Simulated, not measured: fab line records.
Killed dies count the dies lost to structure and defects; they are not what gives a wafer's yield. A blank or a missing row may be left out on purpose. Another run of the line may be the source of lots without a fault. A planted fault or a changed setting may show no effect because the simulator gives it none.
2 desks, one fault / flow berkeley-cmos170 / every desk sees just its own numbers, and what lay behind them comes last

DESK OF THE TOOL OWNER: rie-metal-01
The tool's own readings at UCB170_M2_METAL_ETCH_18 (etches Al in Cl2/BCl3, stops on SiO2, target depth 1170 nm, time 195 s): means of the sampled wafers that have a number, for each lot that ran on this tool. A lot is out of limits, marked OUT, if its mean lies more than 4 standard deviations from the usual mean; the brackets give that distance.
Columns: A = bias-w at UCB170_M2_METAL_ETCH_18, usual 120.0 W; B = drypump-motor-current-A at UCB170_M2_METAL_ETCH_18, usual 5.67 A; C = mfc-cl2-sccm at UCB170_M2_METAL_ETCH_18, usual 90.01 sccm; D = oes-product-au at UCB170_M2_METAL_ETCH_18, usual 0.862 a.u.; E = throttle-valve-pct at UCB170_M2_METAL_ETCH_18, usual 24.45 %
lot=L958; first seen here=day 8 18:29; A=120.0; B=5.86; C=90.02; D=0.863; E=24.46
lot=L964; first seen here=day 10 15:50; A=119.8; B=5.79; C=90.08; D=0.861; E=24.52
lot=L967; first seen here=day 11 02:26; A=120.0; B=5.79; C=90.17; D=0.865; E=24.51
lot=L974; first seen here=day 12 06:53; A=131.7 (+32) OUT; B=5.79; C=89.93; D=0.863; E=24.50
lot=L976; first seen here=day 13 12:54; A=131.6 (+32) OUT; B=5.86; C=90.13; D=0.872; E=24.46
Finding of this desk: L974, L976 out of limits; the first was L974 at day 12 06:53, on bias-w at UCB170_M2_METAL_ETCH_18. L958, L964, L967 stayed within limits.

METROLOGY DESK
Means of the sampled wafers that have a number, per lot and without regard to the tool the lot ran on: this is what the gauges read. A lot is out of limits, marked OUT, if its mean lies more than 4 standard deviations from the usual mean; the brackets give that distance.
Columns: A = V1_BOW at UCB170_V1_BOW_MEAS_03, usual 19 um; B = cd-nm at UCB170_M2_CD_MEAS_15, usual 700.3 nm; C = cd-nm at UCB170_V2_CD_MEAS_12, usual 700.1 nm
lot=L957; first seen here=day 8 12:50; A=26; B=703.2; C=699.1
lot=L958; first seen here=day 8 14:11; A=23; B=697.3; C=701.4
lot=L960; first seen here=day 8 23:24; A=22; B=698.6; C=698.7
lot=L962; first seen here=day 9 06:34; A=29; B=698.9; C=701.5
lot=L963; first seen here=day 10 08:01; A=19; B=700.7; C=700.2
lot=L966; first seen here=day 10 09:18; A=11; B=699.5; C=700.3
lot=L964; first seen here=day 10 09:20; A=12; B=698.9; C=699.7
lot=L965; first seen here=day 10 10:38; A=19; B=700.4; C=700.2
lot=L968; first seen here=day 10 18:41; A=13; B=699.9; C=699.2
lot=L967; first seen here=day 10 20:01; A=14; B=699.0; C=700.4
lot=L973; first seen here=day 12 00:01; A=17; B=699.6; C=699.3
lot=L974; first seen here=day 12 02:41; A=22; B=699.8; C=699.1
lot=L976; first seen here=day 13 03:59; A=20; B=698.9; C=701.2
lot=L980; first seen here=day 14 00:31; A=17; B=700.9; C=702.6
Result from this desk: across the 14 lots, nothing is out of limits.

TAKEN TOGETHER
At day 12 06:53, on L974, L976, the tool owner's desk was in a position to raise an alarm.
Metrology desk: nothing out of limits seen.
The metrology desk has L974, L976 on record, within its limits.
Of the lots named, all ran UCB170_M2_METAL_ETCH_18 on rie-metal-01.

WHAT THE SIMULATOR HAD INSERTED
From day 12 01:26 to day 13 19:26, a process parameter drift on rie-metal-01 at UCB170_M2_METAL_ETCH_18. Setting bias-w shifted by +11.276 from 120. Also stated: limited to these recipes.
Shown lots that were struck: L974, L976.
How many hours passed from the start of the fault until each desk's first out-of-limits reading: the tool owner's desk, 5.
